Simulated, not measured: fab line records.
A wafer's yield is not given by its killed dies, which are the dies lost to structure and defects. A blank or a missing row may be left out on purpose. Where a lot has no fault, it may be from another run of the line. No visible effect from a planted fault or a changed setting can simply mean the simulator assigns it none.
fab line records    flow rit-cmos
record: lots: 6  wafers: 18  last-day: 7
route steps=202 shown PWELL@49 WELLDRIVE@50 NWELL@51 NRETRO@53 PRETRO@64 M1@202
lots untouched by any fault: they come from a run of this same line in which no faults occurred
start-h: the number of hours between the record's first day and the start of the first shown wafer of the lot    wait-h: time in hours since the lot's previous step    " identical to the entry in the row above    L1.1+2: a single row standing in for several wafers    - either no value or no given start    * or withheld: withheld    < > ~ a bound
route shown NAME@n: a module of which the file shows steps, and the number in the route of the first    usual: average and standard deviation across the fault-free wafers    same: alike in all rows    chamber/n: place in a boat    sites: per-site readings    _std_site: the standard deviation of these    _edge_site: mean of outer sites minus mean of inner sites    radius-mm: how far each site lies from the wafer's centre    mask NAME#n: copy n    behind: tool/chamber where the wafer was last shaped    hold: why the lot went on hold/how many hours it stayed there/how the hold came to an end    device: names the non-switching transistor (n, p or np)    end of line: tests of these same wafers at the route's end    step lacking rows: just its recipe    killed: count of dies lost to structure and defects at first sort (not the wafer's yield)    map: per-die view of a wafer (x killed, . not killed, _ where there is no die)
set.NAME: the run value of the setting; set.NAME@STEP: its run value at that earlier step    model.NAME: the simulator's own value behind a step, which no gauge read
lots at some steps of the route; a table a step, a row a wafer
services: from which hour (start-h, from the record's first day; less than 0 if before it) a tool's chamber was out of use, for how many hours, and why
== steps ==
step: RIT_PWELL_TW_MEAS_10
usual: PWELL_TW: 947/9.9
lot.wafer  tool           chamber  start-h  wait-h  PWELL_TW
L124.2     film-metro-03  -        37.54    0.1     948
L124.3     "              -        "        "       944
L124.6     "              -        "        "       948
L127.1     film-metro-03  -        54.51    0.1     945
L127.4     "              -        "        "       940
L127.5     "              -        "        "       944
L135.1     film-metro-04  -        94.36    0.1     958
L135.4     "              -        "        "       954
L135.5     "              -        "        "       961
L137.4     film-metro-04  -        103.17   0.1     956
L137.5     "              -        "        "       961
L137.6     "              -        "        "       960
L139.1     film-metro-04  -        112.78   0.1     964
L139.5     "              -        "        "       958
L139.6     "              -        "        "       963
L144.1     film-metro-04  -        137.78   0.1     947
L144.2     "              -        "        "       955
L144.6     "              -        "        "       951
step: RIT_WELLDRIVE_ANNEAL_00
recipe: temp-c: 1100  time-s: 14700  ambient: N2
step: RIT_WELLDRIVE_RS_MEAS_01
recipe: thk-meas-gauge: four-point-probe
usual: NWELL_RS: 275.9/0.73
lot.wafer  tool           chamber  start-h  wait-h  NWELL_RS[ohm/sq]
L124.2     film-metro-03  -        42.81    0.0     275.5
L124.3     "              -        "        "       276.4
L124.6     "              -        "        "       275.3
L127.1     film-metro-03  -        59.65    0.0     275.8
L127.4     "              -        "        "       276.3
L127.5     "              -        "        "       276.7
L135.1     film-metro-03  -        99.50    0.0     275.9
L135.4     "              -        "        "       275.5
L135.5     "              -        "        "       275.8
L137.4     film-metro-02  -        108.52   0.1     275.3
L137.5     "              -        "        "       276.4
L137.6     "              -        "        "       275.4
L139.1     film-metro-02  -        118.39   0.0     276.1
L139.5     "              -        "        "       277.3
L139.6     "              -        "        "       276.6
L144.1     film-metro-02  -        143.21   0.0     275.0
L144.2     "              -        "        "       274.8
L144.6     "              -        "        "       274.6
step: RIT_WELLDRIVE_RS_MEAS_02
recipe: thk-meas-gauge: four-point-probe
usual: PWELL_RS: 429.8/1.3
lot.wafer  tool           chamber  start-h  wait-h  PWELL_RS[ohm/sq]
L124.2     film-metro-03  -        42.93    0.1     431.0
L124.3     "              -        "        "       430.1
L124.6     "              -        "        "       430.0
L127.1     film-metro-03  -        59.77    0.1     432.6
L127.4     "              -        "        "       432.7
L127.5     "              -        "        "       432.2
L135.1     film-metro-03  -        99.62    0.1     430.2
L135.4     "              -        "        "       431.9
L135.5     "              -        "        "       430.5
L137.4     film-metro-02  -        108.64   0.1     430.9
L137.5     "              -        "        "       431.1
L137.6     "              -        "        "       430.9
L139.1     film-metro-02  -        118.51   0.1     428.8
L139.5     "              -        "        "       429.8
L139.6     "              -        "        "       428.3
L144.1     film-metro-02  -        143.33   0.1     431.3
L144.2     "              -        "        "       429.6
L144.6     "              -        "        "       431.1
step: RIT_NRETRO_HMDS_00
recipe: prime-time-s: 60  prime-temp-c: 140
step: RIT_NRETRO_COAT_01
recipe: resist: NOVOLAK  spin-rpm: 2000  resist-thk-nm: 1300
step: RIT_NRETRO_SOFTBAKE_02
recipe: resist: NOVOLAK  temp-c: 90  time-s: 60
step: RIT_NRETRO_EXPOSE_03
recipe: mask-id: M4  na: 0.57  target-cd-nm: 43900  dose-mj: 250
step: RIT_NRETRO_PEB_04
recipe: resist: NOVOLAK  temp-c: withheld  time-s: withheld
step: RIT_NRETRO_DEVELOP_05
recipe: resist: NOVOLAK  develop-time-s: 68  dev-temp-c: 23
step: RIT_NRETRO_OVL_MEAS_06
usual: NRETRO_OVL: 0.7/1.5
lot.wafer  tool        chamber  start-h  wait-h  NRETRO_OVL[nm]
L124.2     overlay-01  -        44.10    -       -1.3
L124.3     "           -        "        "       0.2
L124.6     "           -        "        "       -0.7
L127.1     overlay-02  -        60.77    -       0.5
L127.4     "           -        "        "       0.8
L127.5     "           -        "        "       1.9
L135.1     overlay-02  -        100.75   -       -0.7
L135.4     "           -        "        "       -0.5
L135.5     "           -        "        "       0.4
L137.4     overlay-01  -        109.72   -       0.8
L137.5     "           -        "        "       2.7
L137.6     "           -        "        "       1.3
L139.1     overlay-01  -        119.64   -       1.0
L139.5     "           -        "        "       0.1
L139.6     "           -        "        "       0.4
L144.1     overlay-02  -        144.46   -       1.3
L144.2     "           -        "        "       0.9
L144.6     "           -        "        "       0.6
step: RIT_NRETRO_HARDBAKE_07
recipe: resist: NOVOLAK  temp-c: 140  time-s: 120
step: RIT_NRETRO_IMPLANT_08
recipe: species: P  energy-kev: 70  dose-cm2: 1e+13  tilt-deg: 7
usual: beam-on-s: 10.01/0.18  faraday-current-uA: 31.7/0.59
lot.wafer  tool          chamber  start-h  wait-h  beam-on-s  faraday-current-uA
L124.2     implanter-03  0        44.41    0.2     10.40      30.6
L124.3     "             0        "        "       10.08      31.5
L124.6     "             0        "        "       9.64       32.9
L127.1     implanter-01  0        61.06    0.2     10.11      31.3
L127.4     "             0        "        "       10.33      30.7
L127.5     "             0        "        "       10.11      31.2
L135.1     implanter-01  0        101.11   0.2     14.39      22.1
L135.4     "             0        "        "       14.49      21.9
L135.5     "             0        "        "       14.74      21.4
L137.4     implanter-01  0        110.07   0.2     14.10      22.5
L137.5     "             0        "        "       13.71      23.1
L137.6     "             0        "        "       13.94      22.7
L139.1     implanter-02  0        119.92   0.2     9.97       31.9
L139.5     "             0        "        "       10.01      31.4
L139.6     "             0        "        "       9.79       32.5
L144.1     implanter-03  0        144.74   0.2     10.04      31.5
L144.2     "             0        "        "       10.10      31.3
L144.6     "             0        "        "       10.05      31.6
step: RIT_NRETRO_STRIP_09
recipe: chemistry: O2  time-s: 180  resist: NOVOLAK  platen-temp-c: withheld  power-w: 500  pressure-mtorr: 4000  o2-flow-sccm: 4000
usual: drypump-motor-current-A: 5.6/0.31
lot.wafer  tool             chamber  start-h  wait-h  drypump-motor-current-A  rf-hours-counter-h
L124.2     plasma-asher-04  0        44.53    0.1     5.5                      40
L124.3     "                1        "        "       5.8                      -
L124.6     "                0        "        "       5.5                      -
L127.1     plasma-asher-04  0        61.21    0.1     5.5                      42
L127.4     "                1        "        "       5.8                      -
L127.5     "                1        "        "       5.7                      -
L135.1     plasma-asher-02  1        101.26   0.1     5.9                      33
L135.4     "                0        "        "       5.1                      -
L135.5     "                0        "        "       5.1                      -
L137.4     plasma-asher-02  1        110.20   0.1     5.9                      -
L137.5     "                0        "        "       5.1                      -
L137.6     "                1        "        "       6.0                      -
L139.1     plasma-asher-04  0        120.07   0.1     5.6                      48
L139.5     "                0        "        "       5.6                      -
L139.6     "                1        "        "       5.8                      -
L144.1     plasma-asher-04  1        144.89   0.1     5.7                      51
L144.2     "                0        "        "       5.5                      51
L144.6     "                0        "        "       5.5                      -
step: RIT_NRETRO_TW_MEAS_10
usual: NRETRO_TW: 1061/16
lot.wafer  tool           chamber  start-h  wait-h  NRETRO_TW
L124.2     film-metro-01  -        44.72    0.1     1079
L124.3     "              -        "        "       1079
L124.6     "              -        "        "       1077
L127.1     film-metro-02  -        61.38    0.1     1039
L127.4     "              -        "        "       1038
L127.5     "              -        "        "       1035
L135.1     film-metro-04  -        101.43   0.1     1190
L135.4     "              -        "        "       1186
L135.5     "              -        "        "       1187
L137.4     film-metro-01  -        110.35   0.1     1208
L137.5     "              -        "        "       1206
L137.6     "              -        "        "       1209
L139.1     film-metro-02  -        120.25   0.1     1030
L139.5     "              -        "        "       1034
L139.6     "              -        "        "       1034
L144.1     film-metro-04  -        145.07   0.1     1053
L144.2     "              -        "        "       1052
L144.6     "              -        "        "       1055
step: RIT_PRETRO_HMDS_00
recipe: prime-time-s: 60  prime-temp-c: 140
step: RIT_M1_PROBE_99
usual: killed-at-front-end: 7/3.1  killed-dies: 7/3.1  killed-open: 3.6/2.3  killed-short: 3.2/2
same: gross-dies: 264  killed_at_M0_to_M3: 0  killed_at_M4_up: 0  killed-at-back-side: 0  killed-at-contacts: 0  killed-at-other: 0
lot.wafer  tool       chamber  start-h  wait-h  killed-at-front-end  killed-dies  killed-open  killed-short  model.etest.pmos_0p3.r-on-ohm-um  model.etest.pmos-turned.r-on-ohm-um  model.etest.pmos_0p15.r-on-ohm-um  model.etest.pmos_0p15.drive-ua-um  model.etest.pmos-turned.drive-ua-um  model.etest.pmos-narrow.drive-ua-um  model.etest.pmos_0p3.drive-ua-um  model.etest.well-edge-left.line-ohm-um
L124.2     prober-01  -        73.61    0.1     10                   10           3            7             6304                              3377                                 2759                               257.1                              194.2                                102.9                                101.1                             183.3
L124.3     prober-01  -        73.66    0.2     5                    5            4            1             6216                              3412                                 2736                               259.4                              195                                  103.5                                103.5                             182.7
L124.6     prober-01  -        73.81    0.2     4                    4            2            2             6340                              3533                                 2866                               246.8                              184.8                                102.1                                100.6                             181.7
L127.1     prober-01  -        89.00    0.1     6                    6            5            1             6408                              3549                                 2895                               244.2                              183.4                                100.8                                98.79                             180.6
L127.4     prober-01  -        89.15    0.2     4                    4            4            0             6437                              3535                                 2882                               242.8                              184.7                                100.7                                98.41                             184.4
L127.5     prober-01  -        89.20    0.2     8                    8            6            2             6330                              3534                                 2871                               245.2                              184.1                                101.1                                99.97                             179.8
L135.1     prober-01  -        129.85   0.1     4                    4            3            1             6873                              3984                                 3110                               214                                148.2                                88.77                                87.13                             174.2
L135.4     prober-01  -        130.00   0.2     9                    9            2            7             6730                              3853                                 3070                               223.9                              158.7                                91.83                                90.32                             174.2
L135.5     prober-01  -        130.05   0.2     8                    8            5            3             6828                              4029                                 3219                               211.3                              148.8                                90.05                                87.13                             175.7
L137.4     prober-01  -        138.29   0.2     8                    8            2            6             6508                              3558                                 2807                               242.9                              176                                  91.34                                91.33                             176.8
L137.5     prober-01  -        138.34   0.2     10                   10           5            5             6571                              3535                                 2789                               244.2                              178.7                                93.38                                92.21                             176.2
L137.6     prober-01  -        138.39   0.2     4                    4            2            2             6607                              3608                                 2850                               240.8                              173.2                                92.1                                 90.9                              175.8
L139.1     prober-01  -        148.44   0.1     3                    3            3            0             6459                              3564                                 2866                               246.2                              182.8                                99.92                                97.52                             184
L139.5     prober-01  -        148.64   0.2     9                    9            7            2             6475                              3546                                 2846                               248.4                              183.6                                99                                   96.59                             184
L139.6     prober-01  -        148.69   0.2     6                    6            3            3             6433                              3446                                 2788                               253.6                              191.3                                99.72                                98.08                             184.8
L144.1     prober-02  -        173.01   0.1     12                   12           9            3             6192                              3447                                 2791                               257.5                              192.1                                105.1                                105.3                             180.4
L144.2     prober-02  -        173.06   0.1     1                    1            0            1             6253                              3481                                 2824                               251.3                              190.3                                101.1                                102.2                             180.6
L144.6     prober-02  -        173.26   0.2     4                    4            2            2             6359                              3503                                 2856                               249.6                              187.4                                99.28                                99.9                              178.4
killed by level:class
L124.2 GATE:geometric-particle:short=4 GATE:geometric-particle:open=2 REOX:geometric-particle:short=2 SPACER:geometric-particle:open=1 SILICIDE:geometric-particle:short=1
L124.3 GATE:geometric-particle:open=2 GATE:geometric-particle:short=1 REOX:geometric-particle:open=1 SILICIDE:geometric-particle:open=1
L124.6 ACTIVE:geometric-particle:short=1 REOX:geometric-particle:open=1 SPACER:geometric-particle:short=1 SPACER:geometric-particle:open=1
L127.1 GATE:geometric-particle:open=3 GATE:geometric-particle:short=1 REOX:geometric-particle:open=1 SILICIDE:geometric-particle:open=1
L127.4 FOX2:geometric-particle:open=3 GATE:geometric-particle:open=1
L127.5 SILICIDE:geometric-particle:open=4 GATE:geometric-particle:open=1 REOX:geometric-particle:short=1 SPACER:geometric-particle:open=1 SPACER:geometric-particle:short=1
L135.1 GATE:geometric-particle:open=3 FOX2:geometric-particle:short=1
L135.4 GATE:geometric-particle:short=3 SILICIDE:geometric-particle:short=3 SILICIDE:geometric-particle:open=2 SPACER:geometric-particle:short=1
L135.5 GATE:geometric-particle:open=3 GATE:geometric-particle:short=2 REOX:geometric-particle:open=1 SPACER:geometric-particle:short=1 SILICIDE:geometric-particle:open=1
L137.4 REOX:geometric-particle:short=2 FOX1:geometric-particle:short=1 FOX2:geometric-particle:open=1 FOX2:geometric-particle:short=1 GATE:geometric-particle:open=1 GATE:geometric-particle:short=1 SILICIDE:geometric-particle:short=1
L137.5 REOX:geometric-particle:short=3 FOX1:geometric-particle:open=1 FOX2:geometric-particle:short=1 FOX2:geometric-particle:open=1 GATE:geometric-particle:open=1 REOX:geometric-particle:open=1 SILICIDE:geometric-particle:short=1 SILICIDE:geometric-particle:open=1
L137.6 FOX1:geometric-particle:short=1 FOX2:geometric-particle:open=1 GATE:geometric-particle:open=1 REOX:geometric-particle:short=1
L139.1 SPACER:geometric-particle:open=2 FOX1:geometric-particle:open=1
L139.5 SPACER:geometric-particle:open=4 FOX1:geometric-particle:open=1 GATE:geometric-particle:open=1 REOX:geometric-particle:short=1 REOX:geometric-particle:open=1 SPACER:geometric-particle:short=1
L139.6 GATE:geometric-particle:short=3 GATE:geometric-particle:open=2 FOX1:geometric-particle:open=1
L144.1 REOX:geometric-particle:open=5 REOX:geometric-particle:short=3 FOX1:geometric-particle:open=2 GATE:geometric-particle:open=2
L144.2 REOX:geometric-particle:short=1
L144.6 FOX1:geometric-particle:short=1 REOX:geometric-particle:open=1 REOX:geometric-particle:short=1 SPACER:geometric-particle:open=1
== services ==
tool          chamber  start-h  hours  kind
implanter-02  -        37.09    1.7    repair
implanter-02  -        68.94    6.0    repair
implanter-03  -        88.18    2.9    repair
implanter-02  -        99.61    3.7    pm
implanter-01  -        135.63   15.8   repair
implanter-02  -        137.85   14.8   repair
== key ==
first-sign: step: RIT_NRETRO_IMPLANT_08  reading: beam-on-s  direction: up  sigmas: 23  usual: 10.01  struck: 14.23
effect: step: RIT_NRETRO_IMPLANT_08  reading: faraday-current-uA  direction: down  sigmas: 16  usual: 31.7  struck: 22.3
effect: step: RIT_NRETRO_TW_MEAS_10  reading: NRETRO_TW  direction: up  sigmas: 8.3  usual: 1061  struck: 1198
model-effect: step: RIT_M1_PROBE_99  value: etest.pmos_0p3.r-on-ohm-um  without: 6247  struck: 6686
met-at RIT_NRETRO_IMPLANT_08
struck-wafers L135.1,L135.4,L135.5,L137.4,L137.5,L137.6
tester-left-out L135,L137
onset-between 61.06 101.11
fault: kind: process-parameter-drift  tool: implanter-01  chamber: -  onset-h: 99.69  steps: RIT_NRETRO_IMPLANT_08  channel: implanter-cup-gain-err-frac  offset: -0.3  shape: step  end-h: 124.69
tester-left-out: of these lots the tester's yield and bins aren't shown, on N5 and GAA mostly nor the transistor test; their killed dies are dies lost to structure and defects alone, not to doping, threshold or leakage, so they don't give the yield
